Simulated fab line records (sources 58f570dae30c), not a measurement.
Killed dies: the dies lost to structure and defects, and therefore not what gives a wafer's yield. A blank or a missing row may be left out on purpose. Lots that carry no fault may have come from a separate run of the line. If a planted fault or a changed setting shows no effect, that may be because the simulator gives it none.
The tool behind it: which one? / flow berkeley-cmos170 / 36 wafers from 12 lots sampled at 2 of the route's 331 steps

== WHAT EACH GAUGE READ, for each wafer ==
UCB170_PWELL_OVL_MEAS_13.
lot=L076; measured=day 3 16:12; on=overlay-02; PWELL_OVL (nm)=0 -1 5
lot=L077; measured=day 4 02:46; on=overlay-02; PWELL_OVL (nm)=3 -3 -1
lot=L080; measured=day 4 11:19; on=overlay-01; PWELL_OVL (nm)=6 0 7
lot=L082; measured=day 4 20:41; on=overlay-02; PWELL_OVL (nm)=0 -5 -6
lot=L083; measured=day 5 06:11; on=overlay-01; PWELL_OVL (nm)=-7 -2 3
lot=L086; measured=day 5 16:10; on=overlay-02; PWELL_OVL (nm)=5 -1 2
lot=L087; measured=day 6 06:52; on=overlay-02; PWELL_OVL (nm)=3 5 4
lot=L089; measured=day 6 20:42; on=overlay-01; PWELL_OVL (nm)=-7 1 -5
lot=L091; measured=day 7 08:34; on=overlay-02; PWELL_OVL (nm)=1 6 4
lot=L094; measured=day 7 17:18; on=overlay-01; PWELL_OVL (nm)=1 10 6
lot=L096; measured=day 8 02:25; on=overlay-02; PWELL_OVL (nm)=-4 0 1
lot=L097; measured=day 8 10:16; on=overlay-02; PWELL_OVL (nm)=-9 -13 -10

== EACH LOT AND THE TOOL THAT RAN IT (in order: tool; ch and the chambers of the sampled wafers; start) ==
lot=L076; UCB170_NWELL_ETCH_13=rie-diel-01 ch 1,2,3, day 2 21:23
lot=L077; UCB170_NWELL_ETCH_13=rie-diel-02 ch 0,3, day 3 05:43
lot=L080; UCB170_NWELL_ETCH_13=rie-diel-02 ch 1,2, day 3 14:05
lot=L082; UCB170_NWELL_ETCH_13=rie-diel-02 ch 0,1,3, day 4 01:02
lot=L083; UCB170_NWELL_ETCH_13=rie-diel-03 ch 0,1,3, day 4 09:28
lot=L086; UCB170_NWELL_ETCH_13=rie-diel-03 ch 0,3, day 4 17:44
lot=L087; UCB170_NWELL_ETCH_13=rie-diel-03 ch 0,1,2, day 5 04:14
lot=L089; UCB170_NWELL_ETCH_13=rie-diel-03 ch 0,2,3, day 5 18:30
lot=L091; UCB170_NWELL_ETCH_13=rie-diel-02 ch 0,2,3, day 6 11:40
lot=L094; UCB170_NWELL_ETCH_13=rie-diel-01 ch 1,2,3, day 6 20:42
lot=L096; UCB170_NWELL_ETCH_13=rie-diel-01 ch 0,2,3, day 7 06:04
lot=L097; UCB170_NWELL_ETCH_13=rie-diel-02 ch 0,2,3, day 7 10:15
- UCB170_NWELL_ETCH_13: etches Si3N4 in CH3F/Ar/O2, stops on SiO2, target depth 246.4 nm, time 154 s.

== THE ANSWER, worked out from the rows above alone ==
Rule: the usual values come from the lots themselves. Put in order of their means at a reading, lots are off if they are a third of the lots or fewer, leave a main group of 4 or more, and stand apart from it by a gap of 3 or more times the standard deviation of the main group's means; of several such gaps the widest counts. A main group whose means are all the same, to the digits that the tables above print for the reading, isn't used. Also off: a lot with no number at a reading for which 4 or more lots have one. Any other lot the step has rows for is counted as sound.
No lot is off on any of the readings shown, so nothing can be concluded from this.

== WHAT THE SIMULATOR PUT IN ==
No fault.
